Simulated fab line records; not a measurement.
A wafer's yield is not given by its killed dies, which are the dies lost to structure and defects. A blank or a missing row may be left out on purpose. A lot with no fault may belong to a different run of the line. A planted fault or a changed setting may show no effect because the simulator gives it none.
fab line records	flow rit_cmos
record: lots: 16	wafers: 48	last_day: 7
route steps=202 shown NWELL@34 M1@184
lots with no fault: from the same line, run without faults
start_h: the number of hours between the record's first day and the start of the first shown wafer of the lot	wait_h: hours from the lot's prior step to this one	" same as the row above	L1.1+2: one row covering several wafers at once	- no value present, or no start provided	* or withheld: withheld	< > ~ a bound
route shown NAME@n: NAME is a module with steps in the file, n the number in the route of the first one	usual: mean and standard deviation over wafers with no fault	same: alike in all rows	chamber/n: place in a boat	sites: the reading at each site	_std_site: how widely they spread, as a standard deviation	_edge_site: outer sites' mean less inner sites'	radius_mm: for every site, how far away it sits from the centre of the wafer	mask NAME#n: copy n	behind: the last tool/chamber to shape the wafer	hold: reason for holding the lot/hours on hold/outcome of the hold	device: whichever transistor did not switch (one of n, p or np)	end of line: the same wafers' tests at the end of the route	where a step has no rows: the recipe by itself	killed: at the first sort, the dies lost to defects and structure; wafer yield is something else	map: a wafer's dies, marking killed ones x, the rest . and places with no die _
set.NAME: the run value of the setting; set.NAME@STEP: its run value at that earlier step	model.NAME: the simulator's own value behind a step, which no gauge read
a sample of lots followed through the steps of the route, with each step as a table and each wafer as a row
services: when a tool's chamber went out of use (start_h, in hours from the record's first day, below 0 if earlier), for how many hours, and the reason
== steps ==
step: RIT_NWELL_OVL_MEAS_06
usual: NWELL_OVL: 0.7/1.7
lot.wafer	tool	chamber	start_h	wait_h	NWELL_OVL[nm]
L956.1	overlay-02	-	21.46	-	3.5
L956.2	"	-	"	"	3.9
L956.6	"	-	"	"	5.4
L957.1	overlay-01	-	25.30	-	-2.4
L957.2	"	-	"	"	-1.6
L957.4	"	-	"	"	-1.0
L958.3	overlay-02	-	30.53	-	0.8
L958.4	"	-	"	"	1.6
L958.5	"	-	"	"	-0.4
L959.1	overlay-01	-	36.58	-	-1.0
L959.3	"	-	"	"	-1.8
L959.4	"	-	"	"	0.2
L960.1	overlay-02	-	42.71	-	4.0
L960.4	"	-	"	"	4.7
L960.5	"	-	"	"	4.6
L961.2	overlay-01	-	47.04	-	-0.4
L961.4	"	-	"	"	0.1
L961.5	"	-	"	"	2.1
L962.3	overlay-01	-	50.14	-	-1.3
L962.4	"	-	"	"	0.0
L962.5	"	-	"	"	-0.9
L966.2	overlay-02	-	71.21	-	-0.8
L966.4	"	-	"	"	0.4
L966.5	"	-	"	"	-0.4
L968.2	overlay-01	-	81.19	-	-0.1
L968.3	"	-	"	"	0.8
L968.4	"	-	"	"	0.7
L969.1	overlay-02	-	85.46	-	2.9
L969.5	"	-	"	"	0.9
L969.6	"	-	"	"	3.9
L970.2	overlay-02	-	91.11	-	2.0
L970.3	"	-	"	"	1.9
L970.5	"	-	"	"	4.8
L971.1	overlay-01	-	97.77	-	-0.1
L971.4	"	-	"	"	-1.4
L971.5	"	-	"	"	0.3
L972.1	overlay-02	-	101.77	-	0.4
L972.5	"	-	"	"	-0.2
L972.6	"	-	"	"	0.9
L975.1	overlay-02	-	117.00	-	2.6
L975.4	"	-	"	"	0.7
L975.5	"	-	"	"	1.1
L977.1	overlay-01	-	125.31	-	1.2
L977.2	"	-	"	"	0.2
L977.5	"	-	"	"	-2.0
L979.1	overlay-01	-	136.61	-	-0.2
L979.2	"	-	"	"	-1.7
L979.4	"	-	"	"	-1.8
step: RIT_M1_SPUTTER_00
recipe: material: Al	target_thk_nm: 400	power_w: 2055	chamber_pressure_pa: 0.4	gas: Ar	time_s: 500	substrate_temp_c: 25
usual: chamber_pressure_pa: 0.4000/0.00085	throttle_valve_pct: 29.9/0.52
lot.wafer	tool	chamber	start_h	wait_h	chamber_pressure_pa	throttle_valve_pct
L956.1	pvd_sputter-03	-	54.72	0.0	0.3993	30.1
L956.2	"	-	"	"	0.4004	30.4
L956.6	"	-	"	"	0.4011	29.8
L957.1	pvd_sputter-02	-	57.87	0.0	0.4000	30.0
L957.2	"	-	"	"	0.4011	29.9
L957.4	"	-	"	"	0.4005	28.9
L958.3	pvd_sputter-03	-	62.12	0.0	0.3983	30.0
L958.4	"	-	"	"	0.4018	30.4
L958.5	"	-	"	"	0.4003	30.3
L959.1	pvd_sputter-02	-	69.55	0.0	0.4006	29.9
L959.3	"	-	"	"	0.3997	30.1
L959.4	"	-	"	"	0.3999	29.0
L960.1	pvd_sputter-03	-	77.09	0.0	0.4003	30.0
L960.4	"	-	"	"	0.3996	29.6
L960.5	"	-	"	"	0.3999	30.4
L961.2	pvd_sputter-02	-	79.78	0.0	0.4005	30.0
L961.4	"	-	"	"	0.4006	29.9
L961.5	"	-	"	"	0.3992	30.3
L962.3	pvd_sputter-03	-	84.90	0.0	0.4005	30.0
L962.4	"	-	"	"	0.3996	30.4
L962.5	"	-	"	"	0.3995	30.1
L966.2	pvd_sputter-03	-	107.52	0.0	0.4005	30.2
L966.4	"	-	"	"	0.4012	29.8
L966.5	"	-	"	"	0.4002	30.3
L968.2	pvd_sputter-03	-	115.46	0.0	0.4010	30.3
L968.3	"	-	"	"	0.3995	30.2
L968.4	"	-	"	"	0.4000	30.0
L969.1	pvd_sputter-04	-	119.43	0.0	0.3997	29.3
L969.5	"	-	"	"	0.3996	29.4
L969.6	"	-	"	"	0.3991	28.9
L970.2	pvd_sputter-03	-	124.72	0.0	0.4008	30.4
L970.3	"	-	"	"	0.4009	30.2
L970.5	"	-	"	"	0.3990	29.7
L971.1	pvd_sputter-03	-	132.57	0.0	0.4002	30.4
L971.4	"	-	"	"	0.4002	30.0
L971.5	"	-	"	"	0.4011	29.7
L972.1	pvd_sputter-02	-	134.68	0.0	0.3991	28.8
L972.5	"	-	"	"	0.3991	30.0
L972.6	"	-	"	"	0.4011	30.0
L975.1	pvd_sputter-04	-	148.81	0.0	0.3993	30.3
L975.4	"	-	"	"	0.4010	29.9
L975.5	"	-	"	"	0.3990	30.2
L977.1	pvd_sputter-04	-	157.89	0.0	0.3979	29.4
L977.2	"	-	"	"	0.4002	30.0
L977.5	"	-	"	"	0.3993	29.9
L979.1	pvd_sputter-04	-	167.76	0.0	0.4009	30.2
L979.2	"	-	"	"	0.3995	29.5
L979.4	"	-	"	"	0.4004	29.9
step: RIT_M1_RS_MEAS_01
recipe: thk_meas_gauge: four-point-probe	reads: Al_of_M1_SPUTTER_00
usual: M1_AL_RS: 0.0712/0.00075
lot.wafer	tool	chamber	start_h	wait_h	M1_AL_RS[ohm/sq]
L956.1	film_metro-02	-	55.12	0.2	0.0701
L956.2	"	-	"	"	0.0707
L956.6	"	-	"	"	0.0706
L957.1	film_metro-04	-	58.16	0.1	0.0706
L957.2	"	-	"	"	0.0709
L957.4	"	-	"	"	0.0717
L958.3	film_metro-02	-	62.45	0.2	0.0706
L958.4	"	-	"	"	0.0707
L958.5	"	-	"	"	0.0712
L959.1	film_metro-04	-	69.85	0.1	0.0712
L959.3	"	-	"	"	0.0706
L959.4	"	-	"	"	0.0714
L960.1	film_metro-01	-	77.38	0.1	0.0711
L960.4	"	-	"	"	0.0713
L960.5	"	-	"	"	0.0715
L961.2	film_metro-02	-	80.09	0.2	0.0707
L961.4	"	-	"	"	0.0701
L961.5	"	-	"	"	0.0704
L962.3	film_metro-04	-	85.23	0.2	0.0710
L962.4	"	-	"	"	0.0719
L962.5	"	-	"	"	0.0717
L966.2	film_metro-01	-	107.84	0.2	0.0894
L966.4	"	-	"	"	0.0896
L966.5	"	-	"	"	0.0888
L968.2	film_metro-04	-	115.77	0.2	0.0910
L968.3	"	-	"	"	0.0888
L968.4	"	-	"	"	0.0893
L969.1	film_metro-04	-	119.72	0.1	0.0716
L969.5	"	-	"	"	0.0718
L969.6	"	-	"	"	0.0723
L970.2	film_metro-04	-	125.04	0.2	0.0892
L970.3	"	-	"	"	0.0897
L970.5	"	-	"	"	0.0895
L971.1	film_metro-02	-	132.86	0.1	0.0884
L971.4	"	-	"	"	0.0878
L971.5	"	-	"	"	0.0892
L972.1	film_metro-02	-	134.97	0.1	0.0709
L972.5	"	-	"	"	0.0705
L972.6	"	-	"	"	0.0709
L975.1	film_metro-04	-	149.10	0.1	0.0722
L975.4	"	-	"	"	0.0713
L975.5	"	-	"	"	0.0723
L977.1	film_metro-02	-	158.19	0.1	0.0714
L977.2	"	-	"	"	0.0718
L977.5	"	-	"	"	0.0710
L979.1	film_metro-04	-	168.05	0.1	0.0713
L979.2	"	-	"	"	0.0702
L979.4	"	-	"	"	0.0706
step: RIT_M1_THK_MEAS_02
recipe: thk_meas_gauge: xrf	reads: Al_of_M1_SPUTTER_00
usual: M1_AL_THK: 416/4.2
lot.wafer	tool	chamber	start_h	wait_h	M1_AL_THK[nm]
L956.1	film_metro-02	-	55.24	0.1	422
L956.2	"	-	"	"	414
L956.6	"	-	"	"	418
L957.1	film_metro-04	-	58.28	0.1	420
L957.2	"	-	"	"	418
L957.4	"	-	"	"	414
L958.3	film_metro-02	-	62.55	0.1	416
L958.4	"	-	"	"	415
L958.5	"	-	"	"	414
L959.1	film_metro-04	-	69.97	0.1	420
L959.3	"	-	"	"	421
L959.4	"	-	"	"	418
L960.1	film_metro-01	-	77.50	0.1	417
L960.4	"	-	"	"	417
L960.5	"	-	"	"	413
L961.2	film_metro-02	-	80.20	0.1	420
L961.4	"	-	"	"	421
L961.5	"	-	"	"	416
L962.3	film_metro-04	-	85.33	0.1	413
L962.4	"	-	"	"	412
L962.5	"	-	"	"	413
L966.2	film_metro-01	-	107.95	0.1	351
L966.4	"	-	"	"	351
L966.5	"	-	"	"	356
L968.2	film_metro-04	-	115.88	0.1	346
L968.3	"	-	"	"	353
L968.4	"	-	"	"	352
L969.1	film_metro-04	-	119.84	0.1	416
L969.5	"	-	"	"	415
L969.6	"	-	"	"	412
L970.2	film_metro-04	-	125.15	0.1	349
L970.3	"	-	"	"	348
L970.5	"	-	"	"	348
L971.1	film_metro-02	-	132.98	0.1	352
L971.4	"	-	"	"	354
L971.5	"	-	"	"	348
L972.1	film_metro-02	-	135.09	0.1	419
L972.5	"	-	"	"	420
L972.6	"	-	"	"	418
L975.1	film_metro-04	-	149.22	0.1	411
L975.4	"	-	"	"	415
L975.5	"	-	"	"	410
L977.1	film_metro-02	-	158.31	0.1	412
L977.2	"	-	"	"	411
L977.5	"	-	"	"	414
L979.1	film_metro-04	-	168.17	0.1	415
L979.2	"	-	"	"	422
L979.4	"	-	"	"	419
step: RIT_M1_METAL_ETCH_12
recipe: stop_on: SiO2	chemistry: Cl2/BCl3	target: Al	time_s: 165	over_etch_frac: 0.5	pressure_mtorr: 100	target_depth_a: 6000	rf_w: 250	Cl2_flow_sccm: 60	bcl3_flow_sccm: 50
usual: drypump_motor_current_A: 5.5/0.3	oes_product_au: 0.792/0.011	throttle_valve_pct: 8.29/0.058
lot.wafer	tool	chamber	start_h	wait_h	drypump_motor_current_A	oes_product_au	rf_hours_counter_h	throttle_valve_pct
L956.1	rie_metal-01	0	56.92	0.2	4.9	0.798	4	8.27
L956.2	"	1	"	"	5.8	0.783	4	8.22
L956.6	"	0	"	"	5.0	0.784	-	8.28
L957.1	rie_metal-04	1	59.63	0.2	5.5	0.814	1	8.23
L957.2	"	0	"	"	5.7	0.796	1	8.38
L957.4	"	1	"	"	5.5	0.802	-	8.23
L958.3	rie_metal-02	1	63.93	0.2	5.7	0.789	-	8.32
L958.4	"	0	"	"	5.6	0.799	-	8.36
L958.5	"	1	"	"	5.7	0.788	-	8.31
L959.1	rie_metal-01	1	71.31	0.2	5.8	0.783	4	8.23
L959.3	"	1	"	"	5.8	0.779	-	8.23
L959.4	"	1	"	"	5.8	0.782	-	8.22
L960.1	rie_metal-04	1	78.98	0.2	5.5	0.809	1	8.22
L960.4	"	1	"	"	5.5	0.804	-	8.23
L960.5	"	1	"	"	5.5	0.807	-	8.23
L961.2	rie_metal-02	0	81.77	0.2	5.5	0.800	39	8.37
L961.4	"	1	"	"	5.7	0.801	-	8.32
L961.5	"	0	"	"	5.6	0.798	-	8.34
L962.3	rie_metal-01	1	86.77	0.2	5.9	0.782	-	8.23
L962.4	"	1	"	"	5.9	0.777	-	8.23
L962.5	"	1	"	"	5.9	0.778	-	8.23
L966.2	rie_metal-04	0	109.53	0.2	5.7	0.726	1	8.38
L966.4	"	1	"	"	5.5	0.730	-	8.26
L966.5	"	0	"	"	5.7	0.730	-	8.39
L968.2	rie_metal-01	1	117.39	0.2	5.9	0.707	5	8.26
L968.3	"	1	"	"	5.9	0.720	-	8.25
L968.4	"	0	"	"	5.0	0.711	-	8.30
L969.1	rie_metal-04	0	121.48	0.2	5.6	0.788	1	8.37
L969.5	"	0	"	"	5.7	0.789	-	8.38
L969.6	"	1	"	"	5.5	0.805	-	8.24
L970.2	rie_metal-02	1	126.61	0.2	5.7	0.712	35	8.34
L970.3	"	0	"	"	5.6	0.707	-	8.38
L970.5	"	0	"	"	5.6	0.714	-	8.36
L971.1	rie_metal-01	0	134.42	0.2	5.0	0.719	4	8.29
L971.4	"	1	"	"	5.9	0.718	-	8.23
L971.5	"	1	"	"	5.8	0.708	-	8.24
L972.1	rie_metal-01	1	136.44	0.2	5.9	0.786	6	8.22
L972.5	"	0	"	"	5.0	0.791	-	8.26
L972.6	"	1	"	"	5.9	0.787	-	8.23
L975.1	rie_metal-04	1	150.76	0.2	5.5	0.799	2	8.24
L975.4	"	1	"	"	5.5	0.814	-	8.24
L975.5	"	1	"	"	5.5	0.802	-	8.25
L977.1	rie_metal-02	1	159.66	0.2	5.7	0.799	0	8.31
L977.2	"	0	"	"	5.6	0.797	0	8.35
L977.5	"	1	"	"	5.7	0.788	-	8.31
L979.1	rie_metal-01	1	169.52	0.2	5.8	0.775	6	8.24
L979.2	"	0	"	"	4.9	0.791	5	8.29
L979.4	"	0	"	"	5.0	0.788	-	8.27
step: RIT_M1_PROBE_99
usual: defect_limited_yield: 97.4/1.1	killed_at_contacts: 0.1/0.27	killed_at_front_end: 7/3	killed_dies: 7.0/3	killed_open: 3.5/2.1	killed_short: 3.4/1.9	sort_bin_3_pad_short: 0.1/0.19	sort_bin_5_function: 1.4/0.77	sort_bin_6_memory: 1.1/0.72	sort_n_pass: 257.0/3	sort_yield_pct: 97.4/1.1
same: gross_dies: 264	killed_at_M0_to_M3: 0	killed_at_M4_up: 0	killed_at_back_side: 0	killed_at_other: 0
lot.wafer	tool	chamber	start_h	wait_h	defect_limited_yield[%]	killed_at_contacts	killed_at_front_end	killed_dies	killed_open	killed_short	sort_bin_3_pad_short[%]	sort_bin_5_function[%]	sort_bin_6_memory[%]	sort_n_pass	sort_yield_pct[%]
L956.1	prober-02	-	62.54	0.1	96.6	0	9	9	2	7	0	2.3	1.1	255.0	96.6
L956.2	prober-02	-	62.59	0.1	96.2	0	10	10	5	5	0	3.0	0.8	254.0	96.2
L956.6	prober-02	-	62.79	0.2	96.6	0	9	9	5	4	0.4	1.5	1.5	255.0	96.6
L957.1	prober-01	-	62.54	0.1	99.2	0	2	2	0	2	0	0.4	0.4	262.0	99.2
L957.2	prober-01	-	62.59	0.1	97.0	0	8	8	8	0	0	2.3	0.8	256.0	97.0
L957.4	prober-01	-	62.69	0.2	95.8	0	11	11	3	8	0.4	1.9	1.9	253.0	95.8
L958.3	prober-01	-	66.23	0.2	98.9	0	3	3	1	2	0	1.1	0	261.0	98.9
L958.4	prober-01	-	66.28	0.2	97.3	0	7	7	6	1	0	1.5	1.1	257.0	97.3
L958.5	prober-01	-	66.33	0.2	98.5	0	4	4	0	4	0.4	0.4	0.8	260.0	98.5
L959.1	prober-02	-	73.73	0.1	97.3	0	7	7	5	2	0	1.9	0.8	257.0	97.3
L959.3	prober-02	-	73.83	0.2	96.6	0	9	9	6	3	0.4	1.9	1.1	255.0	96.6
L959.4	prober-02	-	73.88	0.2	98.9	0	3	3	1	2	0	0.8	0.4	261.0	98.9
L960.1	prober-01	-	81.23	0.1	98.9	0	3	3	2	1	0	0.8	0.4	261.0	98.9
L960.4	prober-01	-	81.38	0.2	98.1	0	5	5	3	2	0	1.5	0.4	259.0	98.1
L960.5	prober-01	-	81.43	0.2	98.5	0	4	4	1	3	0	0.8	0.8	260.0	98.5
L961.2	prober-02	-	84.07	0.1	95.8	0	11	11	5	5	0	2.3	1.9	253.0	95.8
L961.4	prober-02	-	84.17	0.2	96.2	0	10	10	1	8	0	1.5	2.3	254.0	96.2
L961.5	prober-02	-	84.22	0.2	96.2	0	10	10	5	5	0.4	1.9	1.5	254.0	96.2
L962.3	prober-01	-	89.17	0.2	97.3	0	7	7	2	5	0.4	2.3	0	257.0	97.3
L962.4	prober-01	-	89.22	0.2	98.5	0	4	4	1	3	0.4	0.4	0.8	260.0	98.5
L962.5	prober-01	-	89.27	0.2	99.2	0	2	2	2	0	0	0.4	0.4	262.0	99.2
L966.2	prober-01	-	113.25	0.1	96.2	1	9	10	3	7	0	2.3	1.5	254.0	96.2
L966.4	prober-01	-	113.35	0.2	95.8	0	11	11	4	7	0.4	1.9	1.9	253.0	95.8
L966.5	prober-01	-	113.40	0.2	95.5	0	12	12	8	4	0	3.4	1.1	252.0	95.5
L968.2	prober-01	-	120.35	0.1	97.3	0	7	7	5	2	0	1.1	1.5	257.0	97.3
L968.3	prober-01	-	120.40	0.2	98.5	1	3	4	2	2	0	0.8	0.8	260.0	98.5
L968.4	prober-01	-	120.45	0.2	97.7	0	6	6	5	1	0.4	1.1	0.8	258.0	97.7
L969.1	prober-02	-	123.73	0.1	97.7	0	6	6	3	3	0.4	1.5	0.4	258.0	97.7
L969.5	prober-02	-	123.93	0.2	94.7	1	13	14	9	5	0	3.8	1.5	250.0	94.7
L969.6	prober-02	-	123.98	0.2	95.8	0	11	11	4	7	0	1.5	2.7	253.0	95.8
L970.2	prober-01	-	129.09	0.1	97.3	0	7	7	4	3	0	0.4	2.3	257.0	97.3
L970.3	prober-01	-	129.14	0.2	96.6	0	9	9	2	7	0	0.8	2.7	255.0	96.6
L970.5	prober-01	-	129.24	0.2	98.9	0	3	3	1	2	0	0.8	0.4	261.0	98.9
L971.1	prober-02	-	136.67	0.1	97.3	0	7	7	3	4	0	1.9	0.8	257.0	97.3
L971.4	prober-02	-	136.82	0.2	97.3	0	7	7	4	3	0	1.1	1.5	257.0	97.3
L971.5	prober-02	-	136.87	0.2	97.7	0	6	6	4	2	0	1.5	0.8	258.0	97.7
L972.1	prober-01	-	138.69	0.1	98.1	1	4	5	2	3	0.4	1.5	0	259.0	98.1
L972.5	prober-01	-	138.89	0.2	97.3	0	7	7	3	4	0	0.4	2.3	257.0	97.3
L972.6	prober-01	-	138.94	0.2	98.1	0	5	5	2	3	0	1.1	0.8	259.0	98.1
L975.1	prober-02	-	153.30	0.1	98.9	0	3	3	2	1	0	0	1.1	261.0	98.9
L975.4	prober-02	-	153.45	0.2	98.1	0	5	5	1	4	0.4	0	1.5	259.0	98.1
L975.5	prober-02	-	153.50	0.2	97.0	0	8	8	5	3	0	1.5	1.5	256.0	97.0
L977.1	prober-02	-	163.67	0.1	96.2	0	10	10	4	6	0.4	2.3	1.1	254.0	96.2
L977.2	prober-02	-	163.72	0.1	98.1	0	5	5	2	3	0	1.5	0.4	259.0	98.1
L977.5	prober-02	-	163.87	0.2	97.3	0	7	7	3	4	0	1.5	1.1	257.0	97.3
L979.1	prober-02	-	171.77	0.1	98.1	0	5	5	2	3	0	1.5	0.4	259.0	98.1
L979.2	prober-02	-	171.82	0.1	98.5	0	4	4	2	2	0	1.1	0.4	260.0	98.5
L979.4	prober-02	-	171.92	0.2	96.6	0	9	9	3	6	0.4	1.5	1.5	255.0	96.6
killed by level:class
L956.1 GATE:geometric_particle:short=3 FOX1:geometric_particle:short=2 FOX1:geometric_particle:open=1 GATE:geometric_particle:open=1 REOX:geometric_particle:short=1 SILICIDE:geometric_particle:short=1
L957.1 GATE:geometric_particle:short=1 SILICIDE:geometric_particle:short=1
L956.2 GATE:geometric_particle:open=4 SPACER:geometric_particle:short=2 FOX1:geometric_particle:short=1 GATE:geometric_particle:short=1 REOX:geometric_particle:short=1 SILICIDE:geometric_particle:open=1
L957.2 GATE:geometric_particle:open=4 REOX:geometric_particle:open=2 FOX1:geometric_particle:open=1 SILICIDE:geometric_particle:open=1
L957.4 SILICIDE:geometric_particle:short=3 GATE:geometric_particle:open=2 GATE:geometric_particle:short=2 SPACER:geometric_particle:short=2 FOX2:geometric_particle:short=1 FOX2:geometric_particle:open=1
L956.6 FOX1:geometric_particle:short=2 REOX:geometric_particle:open=2 FOX1:geometric_particle:open=1 FOX2:geometric_particle:open=1 GATE:geometric_particle:short=1 REOX:geometric_particle:short=1 SPACER:geometric_particle:open=1
L958.3 GATE:geometric_particle:short=1 SPACER:geometric_particle:open=1 SILICIDE:geometric_particle:short=1
L958.4 SILICIDE:geometric_particle:open=3 GATE:geometric_particle:open=1 REOX:geometric_particle:open=1 REOX:geometric_particle:short=1 SPACER:geometric_particle:open=1
L958.5 GATE:geometric_particle:short=3 SILICIDE:geometric_particle:short=1
L959.1 GATE:geometric_particle:open=3 FOX2:geometric_particle:short=1 FOX2:geometric_particle:open=1 SPACER:geometric_particle:short=1 SPACER:geometric_particle:open=1
L959.3 SILICIDE:geometric_particle:open=3 FOX1:geometric_particle:open=2 GATE:geometric_particle:short=2 FOX2:geometric_particle:short=1 GATE:geometric_particle:open=1
L959.4 GATE:geometric_particle:open=1 GATE:geometric_particle:short=1 SILICIDE:geometric_particle:short=1
L960.1 FOX1:geometric_particle:open=1 GATE:geometric_particle:open=1 SPACER:geometric_particle:short=1
L960.4 FOX1:geometric_particle:open=2 FOX1:geometric_particle:short=1 REOX:geometric_particle:short=1 SPACER:geometric_particle:open=1
L960.5 SILICIDE:geometric_particle:short=2 REOX:geometric_particle:short=1 REOX:geometric_particle:open=1
L961.2 GATE:geometric_particle:open=2 SPACER:geometric_particle:short=2 SPACER:geometric_particle:open=2 FOX2:geometric_particle:short=1 GATE:geometric_particle:short=1 SILICIDE:geometric_particle:short=1 SILICIDE:geometric_particle:open=1 PRETRO:coat_microbubble_printed=1
L961.4 SPACER:geometric_particle:short=3 SILICIDE:geometric_particle:short=2 FOX1:geometric_particle:short=1 GATE:geometric_particle:short=1 REOX:geometric_particle:short=1 SPACER:geometric_particle:open=1 PRETRO:coat_microbubble_printed=1
L961.5 REOX:geometric_particle:short=2 SPACER:geometric_particle:open=2 SILICIDE:geometric_particle:open=2 FOX2:geometric_particle:open=1 GATE:geometric_particle:short=1 SPACER:geometric_particle:short=1 SILICIDE:geometric_particle:short=1
L962.3 GATE:geometric_particle:short=3 SILICIDE:geometric_particle:short=2 GATE:geometric_particle:open=1 REOX:geometric_particle:open=1
L962.4 REOX:geometric_particle:short=3 GATE:geometric_particle:open=1
L962.5 SPACER:geometric_particle:open=2
L966.2 SILICIDE:geometric_particle:short=3 FOX1:geometric_particle:open=1 FOX2:geometric_particle:short=1 GATE:geometric_particle:open=1 GATE:geometric_particle:short=1 REOX:geometric_particle:short=1 SPACER:geometric_particle:open=1 CONTACT:geometric_particle:short=1
L966.4 GATE:geometric_particle:open=2 GATE:geometric_particle:short=2 SPACER:geometric_particle:short=2 SILICIDE:geometric_particle:short=2 FOX1:geometric_particle:short=1 FOX2:geometric_particle:open=1 SILICIDE:geometric_particle:open=1
L966.5 SPACER:geometric_particle:open=3 SILICIDE:geometric_particle:open=3 GATE:geometric_particle:short=2 FOX1:geometric_particle:open=1 REOX:geometric_particle:open=1 REOX:geometric_particle:short=1 SPACER:geometric_particle:short=1
L968.2 SPACER:geometric_particle:open=3 FOX2:geometric_particle:short=1 GATE:geometric_particle:open=1 SILICIDE:geometric_particle:open=1 SILICIDE:geometric_particle:short=1
L968.3 FOX1:geometric_particle:open=1 GATE:geometric_particle:open=1 SPACER:geometric_particle:short=1 CONTACT:geometric_particle:short=1
L968.4 FOX1:geometric_particle:open=2 GATE:geometric_particle:open=2 FOX1:geometric_particle:short=1 REOX:geometric_particle:open=1
L969.1 FOX2:geometric_particle:open=1 FOX2:geometric_particle:short=1 GATE:geometric_particle:short=1 SPACER:geometric_particle:open=1 SILICIDE:geometric_particle:short=1 SILICIDE:geometric_particle:open=1
L969.5 GATE:geometric_particle:open=4 REOX:geometric_particle:open=2 REOX:geometric_particle:short=2 SILICIDE:geometric_particle:open=2 SILICIDE:geometric_particle:short=2 GATE:geometric_particle:short=1 CONTACT:geometric_particle:open=1
L969.6 SILICIDE:geometric_particle:short=3 FOX1:geometric_particle:open=1 FOX2:geometric_particle:short=1 GATE:geometric_particle:short=1 GATE:geometric_particle:open=1 REOX:geometric_particle:short=1 SPACER:geometric_particle:open=1 SPACER:geometric_particle:short=1
L970.2 SILICIDE:geometric_particle:open=3 FOX1:geometric_particle:open=1 GATE:geometric_particle:short=1 REOX:geometric_particle:short=1 SILICIDE:geometric_particle:short=1
L970.3 GATE:geometric_particle:short=4 SILICIDE:geometric_particle:short=2 FOX2:geometric_particle:open=1 REOX:geometric_particle:short=1 SPACER:geometric_particle:open=1
L970.5 FOX1:geometric_particle:short=1 GATE:geometric_particle:short=1 REOX:geometric_particle:open=1
L971.1 FOX1:geometric_particle:open=2 GATE:geometric_particle:short=2 GATE:geometric_particle:open=1 REOX:geometric_particle:short=1 SILICIDE:geometric_particle:short=1
L971.4 FOX1:geometric_particle:open=2 GATE:geometric_particle:open=2 SPACER:geometric_particle:short=2 FOX1:geometric_particle:short=1
L971.5 FOX1:geometric_particle:short=1 FOX1:geometric_particle:open=1 GATE:geometric_particle:short=1 GATE:geometric_particle:open=1 SPACER:geometric_particle:open=1 SILICIDE:geometric_particle:open=1
L972.1 FOX1:geometric_particle:short=1 FOX2:geometric_particle:short=1 GATE:geometric_particle:short=1 GATE:geometric_particle:open=1 CONTACT:geometric_particle:open=1
L972.5 GATE:geometric_particle:short=3 GATE:geometric_particle:open=2 FOX1:geometric_particle:open=1 SILICIDE:geometric_particle:short=1
L972.6 GATE:geometric_particle:short=3 FOX1:geometric_particle:open=1 GATE:geometric_particle:open=1
L975.1 REOX:geometric_particle:open=1 SPACER:geometric_particle:open=1 SILICIDE:geometric_particle:short=1
L975.4 GATE:geometric_particle:short=3 FOX2:geometric_particle:short=1 GATE:geometric_particle:open=1
L975.5 FOX1:geometric_particle:short=2 GATE:geometric_particle:open=2 FOX1:geometric_particle:open=1 FOX2:geometric_particle:open=1 SPACER:geometric_particle:open=1 SILICIDE:geometric_particle:short=1
L977.1 GATE:geometric_particle:short=2 FOX1:geometric_particle:open=1 FOX1:geometric_particle:short=1 FOX2:geometric_particle:short=1 FOX2:geometric_particle:open=1 GATE:geometric_particle:open=1 REOX:geometric_particle:short=1 REOX:geometric_particle:open=1
L977.2 GATE:geometric_particle:open=2 GATE:geometric_particle:short=2 SILICIDE:geometric_particle:short=1
L977.5 GATE:geometric_particle:open=3 REOX:geometric_particle:short=2 GATE:geometric_particle:short=1 SPACER:geometric_particle:short=1
L979.1 GATE:geometric_particle:open=2 GATE:geometric_particle:short=1 REOX:geometric_particle:short=1 SPACER:geometric_particle:short=1
L979.2 GATE:geometric_particle:open=2 SPACER:geometric_particle:short=2
L979.4 GATE:geometric_particle:short=4 SILICIDE:geometric_particle:short=2 GATE:geometric_particle:open=1 REOX:geometric_particle:open=1 SILICIDE:geometric_particle:open=1
== services ==
tool	chamber	start_h	hours	kind
rie_metal-01	-	42.96	0.2	repair
rie_metal-01	0	61.42	26.3	repair
rie_metal-01	1	105.66	11.3	repair
pvd_sputter-04	-	111.11	2.1	repair
rie_metal-02	-	136.12	20.0	pm
rie_metal-02	0	136.12	20.0	vent_cycle
rie_metal-02	1	136.12	20.0	vent_cycle
rie_metal-04	-	136.19	4.0	pm
pvd_sputter-02	-	143.79	8.6	repair
pvd_sputter-02	-	148.80	4.6	repair
rie_metal-02	0	156.12	-	clean
rie_metal-02	1	156.12	-	clean
rie_metal-01	-	164.96	0.3	repair
== key ==
first_sign: step: RIT_M1_RS_MEAS_01	reading: M1_AL_RS	direction: up	sigmas: 24	usual: 0.0712	struck: 0.0892
effect: step: RIT_M1_THK_MEAS_02	reading: M1_AL_THK	direction: down	sigmas: 16	usual: 416	struck: 351
effect: step: RIT_M1_METAL_ETCH_12	reading: oes_product_au	direction: down	sigmas: 6.9	usual: 0.792	struck: 0.717
met_at RIT_M1_SPUTTER_00
struck_lots L966,L968,L970,L971
not_acting_at RIT_NWELL_OVL_MEAS_06
onset_between 84.90 107.52
fault: kind: site_profile_drift	tool: pvd_sputter-03	chamber: -	onset_h: 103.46	steps: RIT_M1_SPUTTER_00	basis: fraction	max_abs_drift: 0.34448	slope_share_per_hr: 76.55	site_pattern: 0,0,0,0,0,-1,-1,-1,-1
